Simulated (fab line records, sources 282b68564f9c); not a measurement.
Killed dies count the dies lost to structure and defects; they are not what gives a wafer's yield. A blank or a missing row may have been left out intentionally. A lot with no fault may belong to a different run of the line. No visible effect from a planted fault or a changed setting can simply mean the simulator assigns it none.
Which of the tools did it? :: flow rit cmos :: 14 lots with 42 wafers sampled at 2 steps, on a route of 202 steps

== WHAT EACH GAUGE READ, for each wafer ==
No reading from a measuring or inspecting step in the record can be judged against a usual standard deviation.

== TOOL THAT RAN EACH LOT (tool first, then ch and the chambers of the sampled wafers, then the start) ==
lot: L931
RIT_M1_COAT_04: litho track-02 ch 0, day 3 07:53
RIT_M1_PROBE_99: prober-02, day 3 11:26

lot: L932
RIT_M1_COAT_04: litho track-01 ch 0, day 3 14:49
RIT_M1_PROBE_99: prober-01, day 3 18:33

lot: L933
RIT_M1_COAT_04: litho track-04 ch 0, day 3 20:34
RIT_M1_PROBE_99: prober-02, day 3 23:57

lot: L934
RIT_M1_COAT_04: litho track-01 ch 0, day 3 22:34
RIT_M1_PROBE_99: prober-01, day 4 02:03

lot: L935
RIT_M1_COAT_04: litho track-01 ch 0, day 4 06:55
RIT_M1_PROBE_99: prober-02, day 4 10:22

lot: L936
RIT_M1_COAT_04: litho track-02 ch 0, day 4 09:09
RIT_M1_PROBE_99: prober-02, day 4 12:40

lot: L937
RIT_M1_COAT_04: litho track-02 ch 0, day 4 18:02
RIT_M1_PROBE_99: prober-01, day 4 21:35

lot: L938
RIT_M1_COAT_04: litho track-02 ch 0, day 4 20:49
RIT_M1_PROBE_99: prober-02, day 5 00:17

lot: L939
RIT_M1_COAT_04: litho track-04 ch 0, day 5 03:24
RIT_M1_PROBE_99: prober-01, day 5 07:05

lot: L940
RIT_M1_COAT_04: litho track-02 ch 0, day 5 05:53
RIT_M1_PROBE_99: prober-02, day 5 09:28

lot: L947
RIT_M1_COAT_04: litho track-04 ch 0, day 6 16:30
RIT_M1_PROBE_99: prober-02, day 6 20:05

lot: L948
RIT_M1_COAT_04: litho track-02 ch 0, day 6 23:49
RIT_M1_PROBE_99: prober-01, day 7 03:15

lot: L949
RIT_M1_COAT_04: litho track-01 ch 0, day 7 05:17
RIT_M1_PROBE_99: prober-02, day 7 08:49

lot: L950
RIT_M1_COAT_04: litho track-04 ch 0, day 7 09:35
RIT_M1_PROBE_99: prober-01, day 7 13:07
- RIT_M1_COAT_04: resist thk 1300 nm.
- RIT_M1_PROBE_99

== WHAT THE TOOLS THEMSELVES READ (means of the sampled wafers that have a number; where no wafer has one, the mark that the record gives instead) ==
RIT_M1_COAT_04.
lot: L931
tool: litho track-02
chill plate temp C (C): 22.97
spin speed rpm (rpm): 2000.2

lot: L932
tool: litho track-01
chill plate temp C (C): 22.97
spin speed rpm (rpm): 2001.7

lot: L933
tool: litho track-04
chill plate temp C (C): 22.89
spin speed rpm (rpm): 1998.9

lot: L934
tool: litho track-01
chill plate temp C (C): 22.90
spin speed rpm (rpm): 2000.6

lot: L935
tool: litho track-01
chill plate temp C (C): 23.09
spin speed rpm (rpm): 2000.6

lot: L936
tool: litho track-02
chill plate temp C (C): 22.98
spin speed rpm (rpm): 2000.3

lot: L937
tool: litho track-02
chill plate temp C (C): 22.74
spin speed rpm (rpm): 2000.2

lot: L938
tool: litho track-02
chill plate temp C (C): 22.95
spin speed rpm (rpm): 2000.1

lot: L939
tool: litho track-04
chill plate temp C (C): 22.99
spin speed rpm (rpm): 2001.4

lot: L940
tool: litho track-02
chill plate temp C (C): 23.12
spin speed rpm (rpm): 1852.9

lot: L947
tool: litho track-04
chill plate temp C (C): 23.05
spin speed rpm (rpm): 1999.7

lot: L948
tool: litho track-02
chill plate temp C (C): 23.06
spin speed rpm (rpm): 1851.8

lot: L949
tool: litho track-01
chill plate temp C (C): 22.95
spin speed rpm (rpm): 1999.9

lot: L950
tool: litho track-04
chill plate temp C (C): 22.94
spin speed rpm (rpm): 2000.7

RIT_M1_PROBE_99.
lot: L931
tool: prober-02
defect limited yield (%): 97.2
killed_at_M0_to_M3: 0.0
killed at contacts: 0.0
killed at front end: 7.3
killed dies: 7.3
killed open: 4.3
killed short: 3.0
sort_bin_3_pad_short (%): 0.3
sort_bin_5_function (%): 1.1
sort_bin_6_memory (%): 1.4
sort n pass: 256.7
sort yield pct (%): 97.2

lot: L932
tool: prober-01
defect limited yield (%): 97.0
killed_at_M0_to_M3: 0.0
killed at contacts: 0.0
killed at front end: 8.0
killed dies: 8.0
killed open: 4.3
killed short: 3.7
sort_bin_3_pad_short (%): 0.3
sort_bin_5_function (%): 1.9
sort_bin_6_memory (%): 0.9
sort n pass: 256.0
sort yield pct (%): 97.0

lot: L933
tool: prober-02
defect limited yield (%): 96.4
killed_at_M0_to_M3: 0.0
killed at contacts: 0.0
killed at front end: 9.3
killed dies: 9.3
killed open: 5.7
killed short: 3.7
sort_bin_3_pad_short (%): 0.3
sort_bin_5_function (%): 2.2
sort_bin_6_memory (%): 1.2
sort n pass: 254.7
sort yield pct (%): 96.4

lot: L934
tool: prober-01
defect limited yield (%): 96.3
killed_at_M0_to_M3: 0.0
killed at contacts: 0.3
killed at front end: 9.3
killed dies: 9.7
killed open: 6.3
killed short: 3.3
sort_bin_3_pad_short (%): 0.0
sort_bin_5_function (%): 2.1
sort_bin_6_memory (%): 1.5
sort n pass: 254.3
sort yield pct (%): 96.3

lot: L935
tool: prober-02
defect limited yield (%): 97.6
killed_at_M0_to_M3: 0.0
killed at contacts: 0.0
killed at front end: 6.3
killed dies: 6.3
killed open: 3.0
killed short: 3.3
sort_bin_3_pad_short (%): 0.1
sort_bin_5_function (%): 1.5
sort_bin_6_memory (%): 0.8
sort n pass: 257.7
sort yield pct (%): 97.6

lot: L936
tool: prober-02
defect limited yield (%): 96.4
killed_at_M0_to_M3: 0.0
killed at contacts: 0.0
killed at front end: 9.7
killed dies: 9.7
killed open: 5.0
killed short: 4.7
sort_bin_3_pad_short (%): 0.4
sort_bin_5_function (%): 1.9
sort_bin_6_memory (%): 1.4
sort n pass: 254.3
sort yield pct (%): 96.4

lot: L937
tool: prober-01
defect limited yield (%): 98.2
killed_at_M0_to_M3: 0.0
killed at contacts: 0.0
killed at front end: 4.7
killed dies: 4.7
killed open: 2.0
killed short: 2.7
sort_bin_3_pad_short (%): 0.0
sort_bin_5_function (%): 0.9
sort_bin_6_memory (%): 0.9
sort n pass: 259.3
sort yield pct (%): 98.2

lot: L938
tool: prober-02
defect limited yield (%): 97.1
killed_at_M0_to_M3: 0.0
killed at contacts: 0.0
killed at front end: 7.7
killed dies: 7.7
killed open: 5.0
killed short: 2.0
sort_bin_3_pad_short (%): 0.1
sort_bin_5_function (%): 1.9
sort_bin_6_memory (%): 0.9
sort n pass: 256.3
sort yield pct (%): 97.1

lot: L939
tool: prober-01
defect limited yield (%): 97.6
killed_at_M0_to_M3: 0.0
killed at contacts: 0.3
killed at front end: 6.0
killed dies: 6.3
killed open: 4.7
killed short: 1.7
sort_bin_3_pad_short (%): 0.1
sort_bin_5_function (%): 1.9
sort_bin_6_memory (%): 0.4
sort n pass: 257.7
sort yield pct (%): 97.6

lot: L940
tool: prober-02
defect limited yield (%): 98.1
killed_at_M0_to_M3: 0.0
killed at contacts: 0.0
killed at front end: 5.0
killed dies: 5.0
killed open: 3.7
killed short: 1.3
sort_bin_3_pad_short (%): 0.0
sort_bin_5_function (%): 1.4
sort_bin_6_memory (%): 0.5
sort n pass: 259.0
sort yield pct (%): 98.1

lot: L947
tool: prober-02
defect limited yield (%): 96.8
killed_at_M0_to_M3: 0.3
killed at contacts: 0.0
killed at front end: 8.0
killed dies: 8.3
killed open: 4.3
killed short: 4.0
sort_bin_3_pad_short (%): 0.0
sort_bin_5_function (%): 1.4
sort_bin_6_memory (%): 1.8
sort n pass: 255.7
sort yield pct (%): 96.8

lot: L948
tool: prober-01
defect limited yield (%): 97.3
killed_at_M0_to_M3: 0.0
killed at contacts: 0.0
killed at front end: 7.0
killed dies: 7.0
killed open: 3.0
killed short: 4.0
sort_bin_3_pad_short (%): 0.1
sort_bin_5_function (%): 1.5
sort_bin_6_memory (%): 1.0
sort n pass: 257.0
sort yield pct (%): 97.3

lot: L949
tool: prober-02
defect limited yield (%): 96.3
killed_at_M0_to_M3: 0.0
killed at contacts: 0.0
killed at front end: 9.7
killed dies: 9.7
killed open: 5.3
killed short: 4.3
sort_bin_3_pad_short (%): 0.0
sort_bin_5_function (%): 2.4
sort_bin_6_memory (%): 1.3
sort n pass: 254.3
sort yield pct (%): 96.3

lot: L950
tool: prober-01
defect limited yield (%): 97.2
killed_at_M0_to_M3: 0.0
killed at contacts: 0.0
killed at front end: 7.3
killed dies: 7.3
killed open: 4.0
killed short: 3.3
sort_bin_3_pad_short (%): 0.0
sort_bin_5_function (%): 1.2
sort_bin_6_memory (%): 1.6
sort n pass: 256.7
sort yield pct (%): 97.2

== THE ANSWER, worked out from the rows above alone ==
Rule: the usual values come from the lots themselves. Put in order of their means at a reading, lots are off if they are a third of the lots or fewer, leave a main group of 4 or more, and stand apart from it by a gap of 3 or more times the standard deviation of the main group's means; of several such gaps the widest counts. Not used: any main group whose means are identical at the precision the tables above print for the reading. Also off: a lot with no number at a reading for which 4 or more lots have one. Any other lot the step has rows for is counted as sound. First the gauges in route order, then the tools' own readings, where a lot's mean is used as printed above. The first step at which some lot is off is used, and at that step the reading that is off furthest; a lot without a number counts as furthest.
Off: L940, L948, at RIT_M1_COAT_04 (spin speed rpm). The main group: mean 2000.4 rpm, standard deviation 0.71.
A tool fits if, at that step or a process step before it, it ran every lot that is off, and no sound lot after the first of them. One fits: litho track-02 at RIT_M1_COAT_04. A fault onset in the window from L938 (day 4 20:49, its last sound lot) to L940 (day 5 05:53, its first lot off) fits.
The tool's own readings at RIT_M1_COAT_04 bear it out: on the lots that are off they differ by more than 5 times the standard deviation of the sound lots' means. spin speed rpm reads 1852.3 rpm there against 2000.4 rpm on the sound lots.

== WHAT THE SIMULATOR HAD PUT IN ==
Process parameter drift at RIT_M1_COAT_04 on litho track-02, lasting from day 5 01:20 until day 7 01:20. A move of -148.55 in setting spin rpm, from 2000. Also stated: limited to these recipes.
Struck lots among those shown: L940, L948. The rule above reached the same finding.
